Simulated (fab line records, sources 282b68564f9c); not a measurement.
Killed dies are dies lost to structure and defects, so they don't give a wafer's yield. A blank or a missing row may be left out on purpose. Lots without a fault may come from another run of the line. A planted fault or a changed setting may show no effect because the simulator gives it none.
Problem report in the 8D (eight disciplines) form, filled by code | flow rit_cmos | the parts of the form that need people (team, actions taken, sign-off) are left out

1. THE PROBLEM
PWELL_RS at RIT_WELLDRIVE_RS_MEAS_02 reads a mean of 436.3 ohm/sq on 6 wafers of 2 lots; wafers without a fault read 429.1 ohm/sq with a standard deviation of 1.1. That is +6.5 standard deviations from the usual mean.
The step: measures by four-point-probe.
First seen on wafer L855.3, day 6 05:44, on film_metro-04. The record holds 42 wafers of 14 lots with a number at this step. Rule for "out", or "out of limits": more than 4 standard deviations from the usual mean. The other wafers with a number count as sound.

2. WHAT IT IS AND WHAT IT IS NOT
question                    | is                           | is not
which readings at this step | PWELL_RS                     | -
which lots                  | L855, L857                   | L836, L837, L838, L841, L842, L844, L845, L846, L847, L851, L852, L858
which wafers of those lots  | all that have a number       | -
read on which gauges        | film_metro-02, film_metro-04 | film_metro-01
when                        | from day 6 05:44             | up to then (33 sound wafers); but 3 sound wafers of L858 came after

3. SUSPECTS, AND WHAT RULES EACH OUT
Counting: a tool at a process step up to the reading stays a suspect if it ran every lot that is out and no sound lot after the first of them.
- the gauge at RIT_WELLDRIVE_RS_MEAS_02: ruled out. The wafers that are out were read on 2 gauges (film_metro-02, film_metro-04).
- implanter-01 at RIT_PWELL_IMPLANT_08: kept. It ran every lot that is out, first L855 (day 6 00:10), and no sound lot after that; its last sound lot up to then is L851 (day 5 02:55). Its own readings are out on those wafers: dose_ions_cm2.
Left after counting: implanter-01 at RIT_PWELL_IMPLANT_08.

4. THE CAUSE (what the simulator had put in)
Process parameter drift: implanter-01, from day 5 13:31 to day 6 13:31, at RIT_PWELL_IMPLANT_08. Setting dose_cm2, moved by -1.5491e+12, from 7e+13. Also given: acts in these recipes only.
Counting left only this tool.

5. THE CHAIN OF EFFECTS, in route order
Each row: a reading whose mean over the struck wafers that have a number lies more than 3 standard deviations from the usual. Only readings for which the record gives a usual standard deviation are gone through. hours: the time from each lot's start at the first step in this table that gives one to its start at this step, as a median over the lots. sigmas: the change in usual standard deviations.
hours | step                     | reading       | usual        | on struck wafers | change | sigmas
0     | RIT_PWELL_IMPLANT_08     | dose_ions_cm2 | 7e+13        | 7e+13            | -2e+12 | -23
6     | RIT_WELLDRIVE_RS_MEAS_02 | PWELL_RS      | 429.1 ohm/sq | 436.3            | +7.2   | +6.5
The process steps in it:
- RIT_PWELL_IMPLANT_08
Later measuring or inspecting steps at which every struck wafer that the step has a row for has a number for every such reading, and none has moved that far: RIT_FOX2_THK_MEAS_91, RIT_PSD_OVL_MEAS_06, RIT_M1_OVL_MEAS_10.

6. WHAT WOULD HAVE CAUGHT IT SOONER
In this record the first reading out of limits at a measuring or inspecting step was taken at day 6 05:44, 16 hours after the fault began at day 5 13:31.
The tool's own readings at RIT_PWELL_IMPLANT_08 were out on every struck wafer that the step has a row for (dose_ions_cm2): an alarm limit on them would have fired on the first of those.
Of the lots that are out (2), L857 began RIT_PWELL_IMPLANT_08 on implanter-01 after day 6 05:44. A hold on the tool at that time would have spared it.
